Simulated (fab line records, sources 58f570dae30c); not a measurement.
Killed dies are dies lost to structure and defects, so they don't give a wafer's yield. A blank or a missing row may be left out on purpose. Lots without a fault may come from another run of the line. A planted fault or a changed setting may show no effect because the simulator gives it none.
Split-lot experiment | flow berkeley_cmos170 | 5 lots, 23 wafers read, on a route of 331 steps

THE SPLIT
At UCB170_M1_PEB_07, the setting peb_temp_c was moved away from the recipe's 130 C on 7 of the 23 wafers read, by -1.8% to +2.8%. The other wafers ran this setting at the recipe's value.

FROM THE SPLIT TO THE READING: what the file shows between them, 5 steps
- UCB170_M1_DEVELOP_08: develop time 45 s
- UCB170_M1_CD_MEAS_09: target cd 700 nm
- UCB170_M1_ETCH_11: etches BARC in N2/H2
- UCB170_M1_METAL_ETCH_12: etches Al in Cl2/BCl3, stops on PSG, target depth 780 nm, time 130 s
- UCB170_M1_STRIP_13: strips in O2

THE READING
cd_nm, in nm, at UCB170_M1_CD_MEAS_90 (target cd 700 nm). Fault-free wafers of this fab line usually give 699.9 nm, standard deviation 1.5 nm.

wafer  | tool, chamber at the split | peb_temp_c as run, C | against the recipe | cd_nm, nm | against lot-mates on the recipe
L074.1 | litho_track-04, 0          | 133.7                | +2.8%              | 678.7     | -23.7
L074.2 | litho_track-04, 0          | 130                  | recipe             | 702.2     | -
L074.3 | litho_track-04, 0          | 133.7                | +2.8%              | 680.0     | -22.4
L074.5 | litho_track-04, 0          | 133.7                | +2.8%              | 679.6     | -22.8
L074.6 | litho_track-04, 0          | 130                  | recipe             | 702.6     | -
L077.1 | litho_track-02, 0          | 130                  | recipe             | 698.1     | -
L077.2 | litho_track-02, 0          | 133.3                | +2.5%              | 679.3     | -19.3
L077.3 | litho_track-02, 0          | 130                  | recipe             | 699.3     | -
L077.4 | litho_track-02, 0          | 130                  | recipe             | 698.4     | -
L077.5 | litho_track-02, 0          | 133.3                | +2.5%              | 678.5     | -20.1
L078.1 | litho_track-02, 0          | 130                  | recipe             | 699.9     | -
L078.2 | litho_track-02, 0          | 130                  | recipe             | 700.8     | -
L078.4 | litho_track-02, 0          | 130                  | recipe             | 699.1     | -
L078.5 | litho_track-02, 0          | 130                  | recipe             | 697.9     | -
L078.6 | litho_track-02, 0          | 130                  | recipe             | 698.5     | -
L080.2 | litho_track-02, 0          | 127.7                | -1.8%              | 718.7     | +19.1
L080.3 | litho_track-02, 0          | 130                  | recipe             | 700.7     | -
L080.4 | litho_track-02, 0          | 130                  | recipe             | 698.2     | -
L080.5 | litho_track-02, 0          | 130                  | recipe             | 699.9     | -
L080.6 | litho_track-02, 0          | 127.7                | -1.8%              | 718.5     | +18.9
L084.2 | litho_track-02, 0          | 130                  | recipe             | 699.7     | -
L084.4 | litho_track-02, 0          | 130                  | recipe             | 698.3     | -
L084.5 | litho_track-02, 0          | 130                  | recipe             | 699.6     | -

THE FIT
A straight line over all 23 wafers: cd_nm changes by -8.1 nm for each +1% of peb_temp_c; r = -0.98; the points scatter about the line by 2 nm.
The same after taking each lot's own level away (the mean of its wafers on the recipe; 23 wafers): -8.52 nm for each +1%; r = -0.99; scatter 1.5 nm.
On that fit, the largest move of peb_temp_c shifts the reading by 24 nm.
The lots' own levels span 698.60 to 702.40 nm, that is 2.5 times the standard deviation above.
So the lot-to-lot level changes the slope little: the two slopes agree.
Check: with one of the wafers moved furthest among these (+2.8%) left out of the fit, the line predicts -23.5 nm for it against its lot-mates. It came out at -23.7 nm against them.

THE WHOLE CHAIN: every reading that the file lists as answering this split, in the file's order
step                    | what it does                                                         | reading                                                   | change (the file's fit)              | r (the file's)
UCB170_M1_CD_MEAS_09    | target cd 700 nm                                                     | cd_nm                                                     | -8 nm for each +1% of the setting    | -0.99
UCB170_M1_ETCH_11       | etches BARC in N2/H2                                                 | M1.cd_nm (the simulator's own value, which no gauge read) | -7.95 nm for each +1% of the setting | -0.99
UCB170_M1_METAL_ETCH_12 | etches Al in Cl2/BCl3, stops on PSG, target depth 780 nm, time 130 s | M1.cd_nm (the simulator's own value, which no gauge read) | -8.41 nm for each +1% of the setting | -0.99
UCB170_M1_CD_MEAS_90    | target cd 700 nm                                                     | cd_nm                                                     | -8.44 nm for each +1% of the setting | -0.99

THE FILE'S OWN FIT
cd_nm changes by -8.44 nm for each +1% of peb_temp_c, r = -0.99.
